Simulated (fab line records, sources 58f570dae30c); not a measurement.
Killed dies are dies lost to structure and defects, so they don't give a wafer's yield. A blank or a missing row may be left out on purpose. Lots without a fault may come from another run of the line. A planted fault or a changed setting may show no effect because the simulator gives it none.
Which tool did it? | flow berkeley_cmos170 | 14 lots, 42 wafers sampled, at 6 steps of a route of 331

WHAT THE GAUGES READ, wafer by wafer
UCB170_CONTACT_THK_MEAS_02. Usual: CONTACT_PSG_THK 700 nm, standard deviation 6.5.
lot  | measured     | on            | CONTACT_PSG_THK (nm) | flag
L197 | day 7 08:06  | film_metro-01 | 695 696 688          |
L199 | day 8 06:07  | film_metro-01 | 697 695 701          |
L198 | day 8 07:54  | film_metro-01 | 707 701 699          |
L200 | day 8 07:55  | film_metro-03 | 717 715 716          |
L202 | day 8 13:32  | film_metro-02 | 706 697 705          |
L201 | day 8 14:14  | film_metro-03 | 701 700 707          |
L203 | day 9 04:07  | film_metro-01 | 703 702 702          |
L204 | day 9 04:07  | film_metro-03 | 699 700 701          |
L205 | day 10 03:46 | film_metro-02 | 696 698 702          |
L206 | day 10 03:46 | film_metro-01 | 697 696 691          |
L208 | day 10 18:35 | film_metro-02 | 696 695 694          |
L211 | day 10 18:35 | film_metro-03 | 706 698 702          |
L212 | day 10 22:10 | film_metro-02 | 694 691 691          |
L217 | day 11 20:34 | film_metro-02 | 713 708 708          |

UCB170_M1_RS_MEAS_01: measures by four-point-probe. Usual: M1_AL_RS 0.0486 ohm/sq, standard deviation 0.00053.
lot  | measured     | on            | M1_AL_RS (ohm/sq)    | flag
L197 | day 7 11:36  | film_metro-01 | 0.0494 0.0484 0.0493 |
L199 | day 8 08:44  | film_metro-02 | 0.0475 0.0482 0.0474 |
L198 | day 8 10:50  | film_metro-02 | 0.0487 0.0482 0.0492 |
L200 | day 8 10:40  | film_metro-04 | 0.0492 0.0490 0.0486 |
L202 | day 8 16:29  | film_metro-01 | 0.0493 0.0491 0.0491 |
L201 | day 8 16:50  | film_metro-01 | 0.0483 0.0483 0.0484 |
L203 | day 9 07:16  | film_metro-01 | 0.0472 0.0478 0.0475 |
L204 | day 9 07:07  | film_metro-02 | 0.0478 0.0478 0.0480 |
L205 | day 10 07:08 | film_metro-04 | 0.0484 0.0481 0.0482 |
L206 | day 10 06:52 | film_metro-02 | 0.0488 0.0490 0.0492 |
L208 | day 10 21:13 | film_metro-01 | 0.0491 0.0489 0.0491 |
L211 | day 10 21:23 | film_metro-04 | 0.0671 0.0668 0.0676 | OFF
L212 | day 11 02:13 | film_metro-01 | 0.0673 0.0668 0.0677 | OFF
L217 | day 11 23:18 | film_metro-02 | 0.0487 0.0492 0.0491 |

UCB170_M1_THK_MEAS_02: measures by xrf. Usual: M1_AL_THK 597 nm, standard deviation 6.9.
lot  | measured     | on            | M1_AL_THK (nm) | flag
L197 | day 7 11:42  | film_metro-01 | 585 597 585    |
L199 | day 8 08:50  | film_metro-02 | 610 604 609    |
L198 | day 8 10:56  | film_metro-02 | 598 602 591    |
L200 | day 8 10:46  | film_metro-04 | 592 592 600    |
L202 | day 8 16:35  | film_metro-01 | 585 592 592    |
L201 | day 8 16:58  | film_metro-01 | 601 601 601    |
L203 | day 9 07:23  | film_metro-01 | 613 606 609    |
L204 | day 9 07:14  | film_metro-02 | 610 606 604    |
L205 | day 10 07:16 | film_metro-04 | 596 603 598    |
L206 | day 10 06:59 | film_metro-02 | 596 593 590    |
L208 | day 10 21:19 | film_metro-01 | 591 592 589    |
L211 | day 10 21:29 | film_metro-04 | 435 436 428    | OFF
L212 | day 11 02:20 | film_metro-01 | 434 434 431    | OFF
L217 | day 11 23:25 | film_metro-02 | 595 590 591    |

WHICH TOOL RAN EACH LOT (tool, then ch and the chambers of the sampled wafers, then the start)
lot  | UCB170_CONTACT_RTA_08            | UCB170_CONTACT_STRIP_19              | UCB170_M1_SPUTTER_00
L197 | rtp_anneal-02 ch 0, day 7 09:07  | plasma_asher-01 ch 0,1, day 7 11:07  | pvd_sputter-02, day 7 11:30
L199 | rtp_anneal-02 ch 0, day 8 06:55  | plasma_asher-04 ch 0,1, day 8 08:14  | pvd_sputter-04, day 8 08:39
L198 | rtp_anneal-02 ch 0, day 8 08:43  | plasma_asher-01 ch 0,1, day 8 10:18  | pvd_sputter-04, day 8 10:45
L200 | rtp_anneal-01 ch 0, day 8 08:43  | plasma_asher-04 ch 0,1, day 8 10:13  | pvd_sputter-03, day 8 10:34
L202 | rtp_anneal-01 ch 0, day 8 14:47  | plasma_asher-04 ch 0,1, day 8 16:02  | pvd_sputter-03, day 8 16:23
L201 | rtp_anneal-02 ch 0, day 8 15:09  | plasma_asher-01 ch 0,1, day 8 16:23  | pvd_sputter-04, day 8 16:47
L203 | rtp_anneal-02 ch 0, day 9 05:02  | plasma_asher-04 ch 0,1, day 9 06:35  | pvd_sputter-04, day 9 07:07
L204 | rtp_anneal-01 ch 0, day 9 04:55  | plasma_asher-01 ch 0,1, day 9 06:30  | pvd_sputter-04, day 9 07:03
L205 | rtp_anneal-01 ch 0, day 10 05:01 | plasma_asher-04 ch 1, day 10 06:41   | pvd_sputter-04, day 10 07:04
L206 | rtp_anneal-02 ch 0, day 10 04:50 | plasma_asher-04 ch 1, day 10 06:24   | pvd_sputter-02, day 10 06:48
L208 | rtp_anneal-02 ch 0, day 10 19:25 | plasma_asher-02 ch 0,1, day 10 20:44 | pvd_sputter-02, day 10 21:08
L211 | rtp_anneal-01 ch 0, day 10 19:31 | plasma_asher-04 ch 0,1, day 10 20:50 | pvd_sputter-04, day 10 21:18
L212 | rtp_anneal-02 ch 0, day 10 23:07 | plasma_asher-04 ch 0,1, day 11 01:44 | pvd_sputter-04, day 11 02:08
L217 | rtp_anneal-02 ch 0, day 11 21:21 | plasma_asher-01 ch 0,1, day 11 22:49 | pvd_sputter-03, day 11 23:13
- UCB170_CONTACT_RTA_08: time 10 s.
- UCB170_CONTACT_STRIP_19: strips in O2.
- UCB170_M1_SPUTTER_00: material Al, target thk 600 nm, time 80 s.

WHAT THE TOOLS THEMSELVES READ (means of the sampled wafers that have a number; where no wafer has one, the mark that the record gives instead)
UCB170_CONTACT_RTA_08. Usual: lamp_power_pct 25.0 %, standard deviation 1.2; wafer_temp_C_max 903.7, standard deviation 0.81.
lot  | tool          | lamp_power_pct (%) | wafer_temp_C_max | flag
L197 | rtp_anneal-02 | 26.2               | 903.8            |
L199 | rtp_anneal-02 | 26.2               | 903.7            |
L198 | rtp_anneal-02 | 26.2               | 903.8            |
L200 | rtp_anneal-01 | 23.7               | 903.2            |
L202 | rtp_anneal-01 | 23.7               | 904.1            |
L201 | rtp_anneal-02 | 26.2               | 902.9            |
L203 | rtp_anneal-02 | 26.2               | 904.6            |
L204 | rtp_anneal-01 | 23.7               | 903.8            |
L205 | rtp_anneal-01 | 23.7               | 903.3            |
L206 | rtp_anneal-02 | 26.2               | 903.8            |
L208 | rtp_anneal-02 | 26.2               | 903.7            |
L211 | rtp_anneal-01 | 23.7               | 902.9            |
L212 | rtp_anneal-02 | 26.2               | 904.1            |
L217 | rtp_anneal-02 | 26.2               | 903.5            |

UCB170_CONTACT_STRIP_19. Usual: drypump_motor_current_A 5.4 A, standard deviation 0.42; oes_product_au 0.725 a.u., standard deviation 0.0044.
lot  | tool            | drypump_motor_current_A (A) | oes_product_au (a.u.) | flag
L197 | plasma_asher-01 | 5.5                         | 0.723                 |
L199 | plasma_asher-04 | 5.4                         | 0.724                 |
L198 | plasma_asher-01 | 5.7                         | 0.725                 |
L200 | plasma_asher-04 | 5.4                         | 0.727                 |
L202 | plasma_asher-04 | 5.0                         | 0.724                 |
L201 | plasma_asher-01 | 5.7                         | 0.724                 |
L203 | plasma_asher-04 | 5.1                         | 0.726                 |
L204 | plasma_asher-01 | 5.7                         | 0.722                 |
L205 | plasma_asher-04 | 4.7                         | 0.727                 |
L206 | plasma_asher-04 | 4.7                         | 0.727                 |
L208 | plasma_asher-02 | 5.5                         | 0.725                 |
L211 | plasma_asher-04 | 5.4                         | 0.726                 |
L212 | plasma_asher-04 | 5.1                         | 0.724                 |
L217 | plasma_asher-01 | 5.5                         | 0.724                 |

UCB170_M1_SPUTTER_00. Usual: throttle_valve_pct 30.4 %, standard deviation 1.2.
lot  | tool           | throttle_valve_pct (%) | flag
L197 | pvd_sputter-02 | 30.4                   |
L199 | pvd_sputter-04 | 30.8                   |
L198 | pvd_sputter-04 | 30.0                   |
L200 | pvd_sputter-03 | 29.7                   |
L202 | pvd_sputter-03 | 30.8                   |
L201 | pvd_sputter-04 | 31.2                   |
L203 | pvd_sputter-04 | 30.8                   |
L204 | pvd_sputter-04 | 30.7                   |
L205 | pvd_sputter-04 | 28.9                   |
L206 | pvd_sputter-02 | 30.4                   |
L208 | pvd_sputter-02 | 30.6                   |
L211 | pvd_sputter-04 | 29.9                   |
L212 | pvd_sputter-04 | 30.7                   |
L217 | pvd_sputter-03 | 30.8                   |

THE ANSWER, worked out from the rows above alone
Rule: a lot is off if the mean of its wafers that have a number lies more than 3 standard deviations from the usual mean. A lot without any number at a reading at which 4 lots or more have one is off too. The other lots that the step has rows for count as sound. The gauges are gone through in route order, then the tools' own readings, and for those a lot's mean is taken as printed above. The first step at which some lot is off is used, and at that step the reading that is off furthest; a lot without a number counts as furthest.
Off: L211, L212, at UCB170_M1_RS_MEAS_01 (M1_AL_RS).
A tool fits if, at a process step before that reading, it ran every lot that is off, and no sound lot after the first of them. The gauges at UCB170_M1_RS_MEAS_01 are tried like those tools. Can't be told from this: 2 tools fit, plasma_asher-04 at UCB170_CONTACT_STRIP_19, pvd_sputter-04 at UCB170_M1_SPUTTER_00.

WHAT THE SIMULATOR HAD PUT IN
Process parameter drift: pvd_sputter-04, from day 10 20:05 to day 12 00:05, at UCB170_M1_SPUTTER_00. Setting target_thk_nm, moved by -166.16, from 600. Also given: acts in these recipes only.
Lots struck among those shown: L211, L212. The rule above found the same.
